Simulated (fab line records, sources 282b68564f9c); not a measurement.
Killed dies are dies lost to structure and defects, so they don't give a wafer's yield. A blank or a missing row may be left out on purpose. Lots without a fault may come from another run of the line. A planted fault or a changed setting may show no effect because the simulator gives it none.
Split-lot experiment | flow rit_cmos | 5 lots, 27 wafers read, on a route of 202 steps

THE SPLIT
At RIT_SILICIDE_SPUTTER_01 (material Ti, target thk 30 nm, time 240 s), the setting time_s was moved away from the recipe's 240 s on 12 of the 27 wafers read, by -59.0% to +57.0%. The other wafers ran this setting at the recipe's value.

FROM THE SPLIT TO THE READING: what the file shows between them, 1 step
- RIT_SILICIDE_RS_MEAS_02: measures by four-point-probe

THE READING
SILICIDE_TI_THK, in nm, at RIT_SILICIDE_THK_MEAS_03 (measures by xrf). Fault-free wafers of this fab line usually give 30.0 nm, standard deviation 0.39 nm.

wafer  | tool, chamber at the split | time_s as run, s | against the recipe | SILICIDE_TI_THK, nm | against lot-mates on the recipe
L077.1 | pvd_sputter-04, -          | 132.3            | -44.9%             | 16.3                | -13.6
L077.2 | pvd_sputter-04, -          | 240              | recipe             | 30.1                | -
L077.3 | pvd_sputter-04, -          | 240              | recipe             | 30.0                | -
L077.4 | pvd_sputter-04, -          | 132.3            | -44.9%             | 16.2                | -13.7
L077.5 | pvd_sputter-04, -          | 240              | recipe             | 29.5                | -
L077.6 | pvd_sputter-04, -          | 132.3            | -44.9%             | 16.5                | -13.4
L078.1 | pvd_sputter-03, -          | 240              | recipe             | 30.3                | -
L078.2 | pvd_sputter-03, -          | 341.7            | +42.4%             | 42.7                | +12.5
L078.3 | pvd_sputter-03, -          | 240              | recipe             | 29.9                | -
L078.4 | pvd_sputter-03, -          | 341.7            | +42.4%             | 43.3                | +13.1
L078.5 | pvd_sputter-03, -          | 240              | recipe             | 30.5                | -
L078.6 | pvd_sputter-03, -          | 341.7            | +42.4%             | 42.8                | +12.6
L080.1 | pvd_sputter-03, -          | 98.41            | -59.0%             | 12.1                | -18.0
L080.2 | pvd_sputter-03, -          | 98.41            | -59.0%             | 12.1                | -18.0
L080.3 | pvd_sputter-03, -          | 240              | recipe             | 30.4                | -
L080.4 | pvd_sputter-03, -          | 240              | recipe             | 30.7                | -
L080.5 | pvd_sputter-03, -          | 240              | recipe             | 29.3                | -
L080.6 | pvd_sputter-03, -          | 98.41            | -59.0%             | 12.0                | -18.1
L083.1 | pvd_sputter-01, -          | 376.8            | +57.0%             | 48.0                | +17.6
L083.2 | pvd_sputter-01, -          | 376.8            | +57.0%             | 47.6                | +17.2
L083.3 | pvd_sputter-01, -          | 240              | recipe             | 30.2                | -
L083.4 | pvd_sputter-01, -          | 240              | recipe             | 30.4                | -
L083.5 | pvd_sputter-01, -          | 240              | recipe             | 30.6                | -
L083.6 | pvd_sputter-01, -          | 376.8            | +57.0%             | 47.1                | +16.7
L084.1 | pvd_sputter-03, -          | 240              | recipe             | 29.6                | -
L084.2 | pvd_sputter-03, -          | 240              | recipe             | 30.4                | -
L084.5 | pvd_sputter-03, -          | 240              | recipe             | 29.8                | -

THE FIT
A straight line over all 27 wafers: SILICIDE_TI_THK changes by +0.306 nm for each +1% of time_s; r = +1.00; the points scatter about the line by 0.36 nm.
The same after taking each lot's own level away (the mean of its wafers on the recipe; 27 wafers): +0.303 nm for each +1%; r = +1.00; scatter 0.33 nm.
On that fit, the largest move of time_s shifts the reading by 18 nm.
The lots' own levels span 29.87 to 30.40 nm, that is 1.4 times the standard deviation above.
So the lot-to-lot level changes the slope little: the two slopes agree.
Check: with one of the wafers moved furthest among these (-59.0%) left out of the fit, the line predicts -17.9 nm for it against its lot-mates. It came out at -18 nm against them.

OTHER SPLITS ON THESE WAFERS
These wafers also went through other splits before the reading. Each is held against what the fit with the lots' levels taken away leaves over:
other split on the same wafers     | wafers away from the commonest value | r with SILICIDE_TI_THK (lot level and that fit taken away)
RIT_FOX1_OXIDATION_00 ox_time_s    | 18                                   | +0.05
RIT_GATE_DEVELOP_15 develop_time_s | 9                                    | +0.00

THE WHOLE CHAIN: every reading that the file lists as answering this split, in the file's order
step                     | what it does                              | reading                                                                           | change (the file's fit)                                                            | r (the file's)
RIT_SILICIDE_SPUTTER_01  | material Ti, target thk 30 nm, time 240 s | Ti_of_SILICIDE_SPUTTER_01.thk_nm (the simulator's own value, which no gauge read) | +0.303 nm for each +1% of the setting                                              | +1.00
RIT_SILICIDE_RS_MEAS_02  | measures by four-point-probe              | SILICIDE_TI_RS                                                                    | not straight: 155.4 at the lowest setting, 47.7 at the recipe, 27.2 at the highest | not given
RIT_SILICIDE_THK_MEAS_03 | measures by xrf                           | SILICIDE_TI_THK                                                                   | +0.302 for each +1% of the setting                                                 | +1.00

THE FILE'S OWN FIT
SILICIDE_TI_THK changes by +0.302 nm for each +1% of time_s, r = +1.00.
